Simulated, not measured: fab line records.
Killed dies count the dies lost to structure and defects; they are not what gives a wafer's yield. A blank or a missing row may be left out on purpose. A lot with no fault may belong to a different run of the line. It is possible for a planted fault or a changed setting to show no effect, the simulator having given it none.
One fault seen from 2 desks	flow ritCmos	what lay behind the numbers comes last; until then each desk has only its own

## FROM THE METROLOGY DESK
Lot by lot, what the gauges showed, no matter which tool ran the lot: averages of those sampled wafers that carry a number. Marked OUT: a lot whose mean sits more than 4 standard deviations from the usual mean, which makes it out of limits; the brackets give that distance.
Columns: A = cdNm at RIT_M1_CD_MEAS_09, usual 2600.5 nm
lot	first seen here	A
L111	day 3 09:14	2600.1
L113	day 3 22:40	2600.5
L114	day 4 05:16	2602.6
L116	day 4 14:44	2599.1
L117	day 4 18:03	2598.6
L118	day 4 23:07	2603.6
L120	day 5 09:18	2601.1
L122	day 5 20:40	2626.6 (+14) OUT
L123	day 5 22:55	2600.4
L124	day 6 02:01	2622.1 (+11) OUT
L128	day 7 00:26	2601.3
L130	day 7 10:49	2601.7
L131	day 7 13:10	2602.5
L133	day 8 01:04	2601.9
This desk's finding: out of limits on L122, L124; first on L122, day 5 20:40 (cdNm at RIT_M1_CD_MEAS_09). L111, L113, L114, L116, L117, L118, L120, L123, L128, L130, L131, L133: within limits.

## AT THE TOOL OWNER'S DESK: ilineStepper-01
The tool's own readings at RIT_M1_EXPOSE_06 (exposes mask M12, target cd 2600 nm): means of the sampled wafers that have a number, for each lot that ran on this tool. Marked OUT: a lot whose mean sits more than 4 standard deviations from the usual mean, which makes it out of limits; the brackets give that distance.
Columns: A = exposureDoseMJCm2 at RIT_M1_EXPOSE_06, usual 248.37
lot	first seen here	A
L111	day 3 08:49	248.35
L113	day 3 22:14	248.20
L114	day 4 04:50	248.37
L122	day 5 20:14	225.09 (-93) OUT
L124	day 6 01:35	229.44 (-76) OUT
This desk's finding: out of limits on L122, L124; first on L122, day 5 20:14 (exposureDoseMJCm2 at RIT_M1_EXPOSE_06). L111, L113, L114: within limits.

## PUT TOGETHER
The tool owner's desk had the chance to raise an alarm at day 5 20:14 on L122, L124.
An alarm was possible from the metrology desk at day 5 20:40, on L122, L124.
On ilineStepper-01, each named lot ran RIT_M1_EXPOSE_06.

## WHAT HAD BEEN PUT IN BY THE SIMULATOR
Process parameters drifting: ilineStepper-01 at RIT_M1_EXPOSE_06, beginning at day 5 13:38. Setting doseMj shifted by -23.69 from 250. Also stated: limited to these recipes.
Lots struck among those shown: L122, L124.
Delay (hours) between the fault's onset and each desk's first out-of-limits reading: 7 at the tool owner's desk, 7 at the metrology desk.
